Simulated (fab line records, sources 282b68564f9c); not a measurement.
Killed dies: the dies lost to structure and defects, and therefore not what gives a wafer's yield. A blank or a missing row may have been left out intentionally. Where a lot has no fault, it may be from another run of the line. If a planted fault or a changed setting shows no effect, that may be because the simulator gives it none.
The tool behind it: which one? -- flow ritCmos -- 45 wafers from 15 lots sampled at 2 of the route's 202 steps

== WHAT EACH GAUGE READ, for each wafer ==
The record holds no reading of a measuring or inspecting step that can be judged against a usual standard deviation.

== WHICH TOOL RAN EACH LOT (tool, then ch and the chambers of the sampled wafers, then the start) ==
lot,RIT_GATE_STRIP_20,RIT_M1_PROBE_99
L711,"plasmaAsher-03 ch 0,1, day 2 16:32",-
L713,"plasmaAsher-03 ch 0,1, day 3 04:19",-
L714,"plasmaAsher-04 ch 0,1, day 3 05:41",-
L715,"plasmaAsher-04 ch 0,1, day 3 13:16",-
L717,"plasmaAsher-03 ch 0,1, day 4 00:55",-
L718,"plasmaAsher-02 ch 0,1, day 4 05:59",-
L719,"plasmaAsher-04 ch 0,1, day 4 13:46",-
L720,"plasmaAsher-02 ch 0,1, day 4 16:38",-
L721,"plasmaAsher-02 ch 0,1, day 4 18:11",-
L722,"plasmaAsher-03 ch 0,1, day 4 23:06","prober-01, day 5 20:06"
L723,"plasmaAsher-03 ch 0,1, day 5 07:13","prober-02, day 6 03:01"
L724,"plasmaAsher-02 ch 0,1, day 5 10:36","prober-01, day 6 09:56"
L732,"plasmaAsher-02 ch 0,1, day 7 00:52",-
L733,"plasmaAsher-03 ch 0, day 7 15:07",-
L734,"plasmaAsher-02 ch 0,1, day 7 22:38",-
- RIT_GATE_STRIP_20: strips in O2, time 180 s.
- RIT_M1_PROBE_99

== WHAT THE TOOLS THEMSELVES READ (means of the sampled wafers that have a number; where no wafer has one, the mark that the record gives instead) ==
RIT_GATE_STRIP_20. Usual: chamberPressureMTorr 4000 mTorr, standard deviation 3.3; drypumpMotorCurrentA 5.6 A, standard deviation 0.53.
lot,tool,chamberPressureMTorr (mTorr),drypumpMotorCurrentA (A),flag
L711,plasmaAsher-03,3999,5.5,
L713,plasmaAsher-03,4002,5.7,
L714,plasmaAsher-04,4002,5.5,
L715,plasmaAsher-04,4000,5.5,
L717,plasmaAsher-03,4001,5.7,
L718,plasmaAsher-02,4001,6.1,
L719,plasmaAsher-04,4002,5.3,
L720,plasmaAsher-02,4000,6.1,
L721,plasmaAsher-02,3998,5.6,
L722,plasmaAsher-03,-,-,OFF
L723,plasmaAsher-03,-,-,OFF
L724,plasmaAsher-02,-,-,OFF
L732,plasmaAsher-02,3999,6.1,
L733,plasmaAsher-03,3997,6.0,
L734,plasmaAsher-02,3999,5.6,

RIT_M1_PROBE_99. Usual: killedAtContacts 0.1, standard deviation 0.23; killedAtFrontEnd 7, standard deviation 3; killedDies 7, standard deviation 3; killedOnRim 1.8, standard deviation 1.5; killedOpen 3.3, standard deviation 1.8; killedShort 3.3, standard deviation 2.2.
lot,tool,killedAtContacts,killedAtFrontEnd,killedDies,killedOnRim,killedOpen,killedShort,flag
L722,prober-01,0.3,264,264,70.0,4.0,2.7,OFF
L723,prober-02,0.0,264,264,70.0,4.0,2.3,OFF
L724,prober-01,0.0,264,264,70.0,2.7,5.3,OFF

== THE ANSWER, worked out from the rows above alone ==
Rule: a lot is off if the mean of its wafers that have a number lies more than 3 standard deviations from the usual mean. A lot without any number at a reading at which 4 lots or more have one is off too. Any other lot the step has rows for is counted as sound. The gauges are gone through in route order, then the tools' own readings, and for those a lot's mean is taken as printed above. The first step at which some lot is off is used, and at that step the reading that is off furthest; a lot without a number counts as furthest.
Off: L722, L723, L724 (RIT_GATE_STRIP_20, chamberPressureMTorr). Without a number there: L722, L723, L724.
If a tool, at that step or one of the process steps before it, ran each lot that is off and ran no sound lot following the first of them, it fits. Of those tried, none fits.

== WHAT HAD BEEN PUT IN BY THE SIMULATOR ==
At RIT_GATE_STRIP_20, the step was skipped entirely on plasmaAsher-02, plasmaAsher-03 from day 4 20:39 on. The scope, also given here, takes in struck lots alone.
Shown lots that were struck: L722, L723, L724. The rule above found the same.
